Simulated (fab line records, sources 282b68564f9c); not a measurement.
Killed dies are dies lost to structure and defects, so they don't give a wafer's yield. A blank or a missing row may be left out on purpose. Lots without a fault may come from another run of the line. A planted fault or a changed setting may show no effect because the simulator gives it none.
Problem report in the 8D (eight disciplines) form, filled by code | flow rit_cmos | the parts of the form that need people (team, actions taken, sign-off) are left out

1. THE PROBLEM
run_length_s at RIT_CONTACT_ETCH_11 reads a mean of 406.2 s on 2 wafers of 2 lots; wafers without a fault read 348.4 s with a standard deviation of 0.49. That is +99 or more standard deviations from the usual mean.
The step: etches SiO2 in CHF3/CF4/Ar, stops on TiSi2, target depth 480 nm, time 320 s.
First seen on wafer L513.6, day 5 03:59, on rie_diel-01. The record holds 34 wafers of 12 lots with a number at this step. Rule for "out", or "out of limits": more than 4 standard deviations from the usual mean. The other wafers with a number count as sound.

2. WHAT IT IS AND WHAT IT IS NOT
question                    | is               | is not
which readings at this step | run_length_s     | drypump_motor_current_A, oes_product_au, throttle_valve_pct
which lots                  | L513, L515       | L505, L506, L507, L508, L509, L518, L519, L522, L525, L528
which wafers of those lots  | L513.6, L515.2   | L515.1, L515.4
read on which tools         | rie_diel-01      | rie_diel-03, rie_diel-04
when                        | from day 5 03:59 | up to then (15 sound wafers); but 17 sound wafers of L515, L518, L519, L522, L525, L528 came after

3. SUSPECTS, AND WHAT RULES EACH OUT
Counting: a tool at a process step up to the reading stays a suspect if it ran every lot that is out. Sound lots after the first of them don't rule it out here, since some wafers of a struck lot are sound.
- rtp_anneal-01 at RIT_SDANNEAL_RTA_03 (time 5 s): kept. It ran every lot that is out, first L513 (day 5 01:30); its last sound lot up to then is L508 (day 4 03:22).
- rie_diel-01 at RIT_CONTACT_ETCH_11 (etches SiO2 in CHF3/CF4/Ar, stops on TiSi2, target depth 480 nm, time 320 s): kept. It ran every lot that is out, first L513 (day 5 03:59); its last sound lot up to then is L509 (day 4 05:38). Its own readings are out on those wafers: run_length_s.
- Within rie_diel-01 at RIT_CONTACT_ETCH_11: the wafers that are out ran in chamber 3; their sound lot-mates ran in chambers 0, 1.
Left after counting: rtp_anneal-01 at RIT_SDANNEAL_RTA_03, rie_diel-01 at RIT_CONTACT_ETCH_11.

4. THE CAUSE (what the simulator had put in)
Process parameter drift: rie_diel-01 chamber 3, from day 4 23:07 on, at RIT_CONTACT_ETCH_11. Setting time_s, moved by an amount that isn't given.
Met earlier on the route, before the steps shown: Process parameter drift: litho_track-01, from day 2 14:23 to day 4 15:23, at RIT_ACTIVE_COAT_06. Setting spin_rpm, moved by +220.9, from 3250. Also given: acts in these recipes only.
Counting left 2 suspects, and this tool is among them.

5. THE CHAIN OF EFFECTS, in route order
Each row: a reading whose mean over the struck wafers that have a number lies more than 3 standard deviations from the usual. Only readings for which the record gives a usual standard deviation are gone through. hours: the time from each lot's start at the first step in this table that gives one to its start at this step, as a median over the lots. sigmas: the change in usual standard deviations.
hours | step                | reading      | usual   | on struck wafers | change | sigmas
0     | RIT_CONTACT_ETCH_11 | run_length_s | 348.4 s | 406.2            | +57.8  | +99 or more
The process steps in it:
- RIT_CONTACT_ETCH_11: etches SiO2 in CHF3/CF4/Ar, stops on TiSi2, target depth 480 nm, time 320 s.

6. WHAT WOULD HAVE CAUGHT IT SOONER
In this record the first reading out of limits was taken at day 5 03:59, 5 hours after the fault began at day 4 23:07.
